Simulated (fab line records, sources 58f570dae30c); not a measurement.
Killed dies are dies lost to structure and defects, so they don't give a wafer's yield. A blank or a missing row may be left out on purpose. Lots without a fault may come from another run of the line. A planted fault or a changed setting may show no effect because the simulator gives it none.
fab line records | flow berkeley_cmos170
record lots=5 wafers=15 last_day=11
route steps=331 shown V1@256
lots that met no fault: from a run of the same line without faults
start_h: hours from the record's first day to the start of the lot's first wafer shown | wait_h: hours since the lot's step before | " the same as in the row above | L1.1+2: a row that stands for several wafers | - no value, or no start given | * or withheld: withheld | < > ~ a bound
route shown NAME@n: a module of which the file shows steps, and the number in the route of the first | usual: mean/standard deviation of fault-free wafers | same: alike in all rows | chamber/n: place in a boat | sites: the reading at each site | _std_site: their standard deviation | _edge_site: outer sites' mean less inner sites' | radius_mm: how far each site lies from the wafer's centre | mask NAME#n: copy n | behind: the tool/chamber that last shaped the wafer | hold: why the lot was held/for how many hours/how that ended | device: the transistor (n, p or np) that didn't switch | end of line: the same wafers' tests at the end of the route | a step without rows: its recipe alone | killed: dies lost to structure and defects at the first sort, not the wafer's yield | map: a wafer's dies, x killed, . not, _ none there
set.NAME: the setting as run; set.NAME@STEP: as run at that earlier step | model.NAME: the simulator's own value behind a step, which no gauge read
lots at some steps of the route; a table a step, a row a wafer
services: from which hour (start_h, from the record's first day; less than 0 if before it) a tool's chamber was out of use, for how many hours, and why
## steps
# step UCB170_V1_CMP_02
# recipe material=SiO2 down_force_psi=6 platen_rpm=60 pad_velocity_m_s=0.75398
# usual head_pressure_psi=5.998/0.013 motor_current_A=16.2/1.1 platen_rpm=60.00/0.038
# columns lot.wafer tool chamber start_h wait_h head_pressure_psi motor_current_A platen_rpm
L403.3 cmp-01 3 148.07 0.1 5.993 15.7 60.01
L403.4 " 1 " " 5.999 16.1 59.98
L403.6 " 3 " " 5.991 15.3 60.00
L411.2 cmp-02 2 201.57 0.0 6.005 18.8 59.95
L411.3 " 3 " " 5.989 16.1 59.97
L411.5 " 2 " " 5.992 17.8 59.95
L417.2 cmp-02 1 233.16 0.1 6.013 15.4 60.07
L417.1 " 3 " " 5.986 15.6 60.05
L417.5 " 0 " " 5.997 15.6 59.95
L418.3 cmp-02 3 237.49 0.1 5.998 16.1 59.93
L418.4 " 0 " " 6.015 15.3 60.01
L418.6 " 2 " " 5.994 18.2 59.99
L425.2 cmp-02 1 264.04 0.0 5.991 15.5 60.00
L425.4 " 2 " " 6.003 18.9 59.97
L425.5 " 2 " " 6.011 18.4 59.97
# step UCB170_V1_BOW_MEAS_03
# recipe mode=bow
# usual V1_BOW=17/6.4
# columns lot.wafer tool chamber start_h wait_h V1_BOW[um]
L403.3 film_metro-01 - 148.36 0.2 11
L403.4 " - " " 22
L403.6 " - " " 13
L411.2 film_metro-03 - 201.89 0.3 18
L411.3 " - " " 9
L411.5 " - " " 12
L417.1 film_metro-03 - 233.41 0.1 7
L417.2 " - " " 17
L417.5 " - " " 13
L418.3 film_metro-01 - 237.78 0.2 21
L418.4 " - " " 19
L418.6 " - " " 23
L425.2 film_metro-02 - 264.36 0.3 23
L425.4 " - " " 25
L425.5 " - " " 26
# step UCB170_V1_THK_MEAS_04
# recipe reads=SiO2_of_V1_CVD_00
# usual V1_POLISHED_THK=1001.2/1.1
# columns lot.wafer tool chamber start_h wait_h V1_POLISHED_THK[nm]
L403.3 film_metro-01 - 148.46 0.1 1000.7
L403.4 " - " " 1003.2
L403.6 " - " " 1000.8
L411.2 film_metro-03 - 202.00 0.1 1001.5
L411.3 " - " " 998.7
L411.5 " - " " 1000.8
L417.1 film_metro-03 - 233.53 0.1 1001.1
L417.2 " - " " 1002.7
L417.5 " - " " 1003.0
L418.3 film_metro-01 - 237.88 0.1 1000.0
L418.4 " - " " 1001.2
L418.6 " - " " 1001.2
L425.2 film_metro-02 - 264.47 0.1 1001.1
L425.4 " - " " 1002.5
L425.5 " - " " 1002.4
# step UCB170_V1_CLEAN_05
# recipe chemistry=DIW
# step UCB170_V1_HMDS_06
# recipe prime_time_s=60 prime_temp_c=100
# step UCB170_V1_COAT_07
# recipe resist=KrF spin_rpm=1500 resist_thk_nm=900
# step UCB170_V1_SOFTBAKE_08
# recipe resist=KrF temp_c=130 time_s=60
# step UCB170_V1_EXPOSE_09
# recipe mask_id=VIA1 target_cd_nm=700 na=0.5 sigma_outer=0.6 source_shape=conventional dose_mj=37
# step UCB170_V1_PEB_10
# recipe peb_temp_c=130 peb_time_s=withheld resist=KrF
# step UCB170_V1_DEVELOP_11
# recipe developer=TMAH develop_time_s=45 resist=KrF dev_temp_c=21
# step UCB170_V1_CD_MEAS_12
# recipe target_cd_nm=700
# usual cd_nm=700.2/1.4
# columns lot.wafer tool chamber start_h wait_h cd_nm
L403.3 cd_sem-01 - 150.07 - 698.6
L403.4 " - " " 699.7
L403.6 " - " " 700.0
L411.2 cd_sem-01 - 203.95 - 702.6
L411.3 " - " " 702.2
L411.5 " - " " 702.1
L417.1 cd_sem-01 - 235.30 - 698.2
L417.2 " - " " 698.1
L417.5 " - " " 699.1
L418.3 cd_sem-02 - 239.85 - 699.5
L418.4 " - " " 699.7
L418.6 " - " " 699.3
L425.2 cd_sem-02 - 266.04 - 700.6
L425.4 " - " " 700.4
L425.5 " - " " 701.4
# step UCB170_V1_OVL_MEAS_13
# usual V1_OVL=-2/5.6
# columns lot.wafer tool chamber start_h wait_h V1_OVL[nm]
L403.3 overlay-02 - 150.16 0.1 0
L403.4 " - " " -1
L403.6 " - " " -7
L411.2 overlay-02 - 204.05 0.1 -3
L411.3 " - " " 2
L411.5 " - " " -4
L417.1 overlay-01 - 235.42 0.1 -4
L417.2 " - " " -12
L417.5 " - " " -1
L418.3 overlay-01 - 239.94 0.1 -6
L418.4 " - " " -12
L418.6 " - " " 5
L425.2 overlay-02 - 266.15 0.1 2
L425.4 " - " " 0
L425.5 " - " " -2
# step UCB170_V1_ETCH_14
# recipe chemistry=CHF3/CF4/Ar target=SiO2 stop_on=Al CHF3_flow_sccm=45 cf4_flow_sccm=15 Ar_flow_sccm=150 pressure_mtorr=200 rf_w=700 target_depth_a=12500 over_etch_frac=0.25 time_s=291
# usual drypump_motor_current_A=5.5/0.46 mfc_ar_sccm=150.1/0.38 oes_product_au=0.877/0.018 run_length_s=319.3/0.45 throttle_valve_pct=6.97/0.1
# columns lot.wafer tool chamber start_h wait_h drypump_motor_current_A mfc_ar_sccm oes_product_au rf_hours_counter_h run_length_s throttle_valve_pct model.KrF_of_V1_COAT_07.thk_nm
L403.3 rie_diel-01 1 150.19 0.0 5.7 149.7 0.867 1 319.0 6.79 605
L403.4 " 2 " " 5.9 150.0 0.898 - 319.1 6.98 609.5
L403.6 " 3 " " 5.7 150.3 0.889 - 318.9 6.98 607.2
L411.2 rie_diel-01 0 204.08 0.0 5.2 150.1 1.003 0 279.4 6.73 651.2
L411.3 " 1 " " 5.7 150.6 0.868 5 319.3 6.78 610.2
L411.5 " 2 " " 5.9 150.5 0.906 - 319.8 6.98 603.2
L417.1 rie_diel-02 2 235.46 0.0 5.6 150.5 0.856 101 319.6 6.96 614.5
L417.2 " 0 " " 5.4 150.3 0.893 11 320.0 6.91 612.5
L417.5 " 0 " " 5.4 149.6 0.893 - 319.7 6.92 617
L418.3 rie_diel-04 1 239.96 0.0 4.8 150.5 0.841 17 319.9 7.04 614.1
L418.4 " 3 " " 6.4 150.2 0.870 108 320.2 6.97 606.4
L418.6 " 1 " " 4.8 149.7 0.845 - 319.5 7.03 612.5
L425.2 rie_diel-02 0 266.18 0.0 5.4 150.2 0.890 13 319.6 6.91 613.8
L425.4 " 2 " " 5.6 149.6 0.859 103 319.2 6.96 616.4
L425.5 " 2 " " 5.5 150.0 0.856 - 319.1 6.98 614.9
# step UCB170_V1_STRIP_15
# recipe chemistry=O2 power_w=400 pressure_mtorr=3500 platen_temp_c=withheld o2_flow_sccm=400 overash_fraction=0.5
# usual drypump_motor_current_A=5.7/0.49 oes_product_au=0.722/0.0044 strip_time_to_endpoint_s=15.28/0.12
# columns lot.wafer tool chamber start_h wait_h drypump_motor_current_A oes_product_au rf_hours_counter_h strip_time_to_endpoint_s
L403.3 plasma_asher-03 0 150.42 0.1 5.6 0.725 - 15.20
L403.4 " 1 " " 6.4 0.722 - 15.30
L403.6 " 1 " " 6.4 0.714 - 15.25
L411.2 plasma_asher-01 0 204.26 0.1 5.5 0.720 46 16.22
L411.3 " 1 " " 6.3 0.719 - 15.32
L411.5 " 1 " " 6.3 0.717 - 15.15
L417.1 plasma_asher-04 0 235.63 0.1 5.4 0.729 44 15.42
L417.2 " 1 " " 5.0 0.720 44 15.35
L417.5 " 0 " " 5.4 0.717 - 15.49
L418.3 plasma_asher-04 1 240.17 0.1 5.0 0.722 - 15.40
L418.4 " 0 " " 5.4 0.720 - 15.22
L418.6 " 1 " " 5.0 0.719 - 15.36
L425.2 plasma_asher-04 1 266.35 0.1 5.0 0.718 48 15.40
L425.4 " 0 " " 5.4 0.714 - 15.46
L425.5 " 0 " " 5.4 0.722 - 15.41
# step UCB170_V1_CD_MEAS_90
# recipe target_cd_nm=700
# usual cd_nm=700.4/1.5
# columns lot.wafer tool chamber start_h wait_h cd_nm
L403.3 cd_sem-02 - 150.53 0.1 697.8
L403.4 " - " " 698.9
L403.6 " - " " 700.1
L411.2 cd_sem-01 - 204.38 0.1 702.4
L411.3 " - " " 701.3
L411.5 " - " " 701.7
L417.1 cd_sem-01 - 235.73 0.1 698.0
L417.2 " - " " 698.2
L417.5 " - " " 699.0
L418.3 cd_sem-02 - 240.28 0.1 699.6
L418.4 " - " " 701.5
L418.6 " - " " 699.6
L425.2 cd_sem-02 - 266.47 0.1 699.6
L425.4 " - " " 701.5
L425.5 " - " " 701.8
## services
# columns tool chamber start_h hours kind
cmp-02 - 126.89 0.8 repair
rie_diel-01 0 142.40 44.4 repair
plasma_asher-01 - 148.06 14.6 pm
plasma_asher-04 - 150.25 2.8 pm
rie_diel-01 - 152.03 4.4 repair
rie_diel-01 - 156.83 0.5 repair
plasma_asher-04 - 164.85 29.1 pm
rie_diel-02 1 184.06 2.1 repair
rie_diel-01 0 186.76 - clean
rie_diel-01 0 186.76 15.1 scheduled_down
rie_diel-01 0 186.76 15.1 vent_cycle
plasma_asher-01 - 193.15 0.9 repair
cmp-01 - 232.00 4.0 pm
cmp-01 - 236.00 - consumable_replace:conditioner
cmp-01 - 236.00 - consumable_replace:pad
rie_diel-04 - 254.76 0.3 repair
## key
first_sign step=UCB170_V1_ETCH_14 reading=run_length_s direction=down sigmas=89 usual=* struck=*
effect step=UCB170_V1_ETCH_14 reading=oes_product_au direction=up sigmas=6.9 usual=0.877 struck=1.003
effect step=UCB170_V1_STRIP_15 reading=strip_time_to_endpoint_s direction=up sigmas=7.6 usual=* struck=*
model_effect step=UCB170_V1_ETCH_14 value=KrF_of_V1_COAT_07.thk_nm without=614.3 struck=651.2
met_at UCB170_V1_ETCH_14
struck_wafers L411.2
sort_left_out L411.2
fault kind=process_parameter_drift tool=rie_diel-01 chamber=0 onset_h=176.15 steps=UCB170_V1_ETCH_14 channel=time_s offset=* shape=step end_h=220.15 acts_in=* stated=*
# sort_left_out: the simulated sort isn't trusted on such a fault, so these wafers' sort isn't shown, and their yield isn't known
